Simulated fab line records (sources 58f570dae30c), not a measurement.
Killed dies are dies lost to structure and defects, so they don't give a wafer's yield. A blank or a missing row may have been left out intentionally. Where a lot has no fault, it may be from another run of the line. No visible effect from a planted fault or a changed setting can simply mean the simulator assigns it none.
Split-lot experiment	flow berkeley_cmos170	5 lots, 23 wafers read, on a route of 331 steps

ON THE SPLIT
At UCB170_M3_COAT_05 (resist thk 900 nm), the setting spin_rpm was moved away from the recipe's 1500 rpm on 5 of the 23 wafers read, by -6.3% to +6.6%. For the rest of the wafers, this setting stayed at what the recipe calls for.

The reading comes from the split's own step.

THE READING
KrF_of_M3_COAT_05.thk_nm (the simulator's own value, which no gauge read), in nm, at UCB170_M3_COAT_05 (resist thk 900 nm). The file gives no usual value for it. Average 901.0 nm, standard deviation 2.3 nm, over the 18 wafers here run with the recipe.

wafer	tool, chamber at the split	spin_rpm as run, rpm	against the recipe	KrF_of_M3_COAT_05.thk_nm, nm	against lot-mates on the recipe
L077.1	litho_track-04, 0	1500	recipe	900.8	-
L077.2	litho_track-04, 0	1500	recipe	903.2	-
L077.3	litho_track-04, 0	1500	recipe	901.5	-
L077.4	litho_track-04, 0	1500	recipe	901.8	-
L077.6	litho_track-04, 0	1500	recipe	900.9	-
L080.1	litho_track-02, 0	1599	+6.6%	869.9	-29.1
L080.3	litho_track-02, 0	1599	+6.6%	870.6	-28.4
L080.4	litho_track-02, 0	1500	recipe	896	-
L080.5	litho_track-02, 0	1500	recipe	899.2	-
L080.6	litho_track-02, 0	1500	recipe	901.8	-
L082.1	litho_track-02, 0	1500	recipe	899.7	-
L082.4	litho_track-02, 0	1500	recipe	899.7	-
L082.2	litho_track-02, 0	1500	recipe	898.9	-
L082.3	litho_track-02, 0	1500	recipe	897.4	-
L082.5	litho_track-02, 0	1500	recipe	899	-
L083.1	litho_track-03, 0	1500	recipe	903.3	-
L083.2	litho_track-03, 0	1500	recipe	902.1	-
L083.4	litho_track-03, 0	1405	-6.3%	933.6	+30.9
L083.5	litho_track-03, 0	1405	-6.3%	931	+28.3
L083.6	litho_track-03, 0	1405	-6.3%	934.5	+31.8
L085.1	litho_track-04, 0	1500	recipe	904.2	-
L085.2	litho_track-04, 0	1500	recipe	902.7	-
L085.5	litho_track-04, 0	1500	recipe	904.9	-

FIT RESULTS
A straight line over all 23 wafers: KrF_of_M3_COAT_05.thk_nm changes by -4.88 nm for each +1% of spin_rpm; r = -0.99; the points scatter about the line by 2.3 nm.
The same after taking each lot's own level away (the mean of its wafers on the recipe; 23 wafers): -4.6 nm for each +1%; r = -1.00; scatter 1.4 nm.
The reading moves by 30 nm for the largest change in spin_rpm, on that fit.
From 898.94 to 903.93 nm: that is the span of the lots' own levels, equal to 2.2 times the standard deviation above.
Consequently the slope shifts little with the lot-to-lot level, the two slopes agreeing.
Check: -30.4 nm against its lot-mates is what the line predicts for one of the wafers moved furthest among these (+6.6%) when that wafer is left out of the fit. Against them it came out at -29.1 nm.

THESE WAFERS: OTHER SPLITS
Other splits were also applied to these wafers ahead of the reading. Each is held against what the fit with the lots' levels taken away leaves over:
other split on the same wafers	wafers away from the commonest value	r with KrF_of_M3_COAT_05.thk_nm (lot level and that fit taken away)
UCB170_V1_COAT_07 spin_rpm	9	-0.12
UCB170_M2_SPUTTER_01 time_s	8	+0.08
UCB170_M3_SPUTTER_01 time_s	6	+0.35

THE WHOLE CHAIN: every reading that the file lists as answering this split, in the file's order
step	what it does	reading	change (the file's fit)	r (the file's)
UCB170_M3_COAT_05	resist thk 900 nm	KrF_of_M3_COAT_05.thk_nm (the simulator's own value, which no gauge read)	-4.57 nm for each +1% of the setting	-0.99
UCB170_M3_STRIP_07	strips in O2	strip_time_to_endpoint_s	withheld for each +1% of the setting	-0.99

THE FILE'S OWN FIT
KrF_of_M3_COAT_05.thk_nm changes by -4.57 nm for each +1% of spin_rpm, r = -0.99.
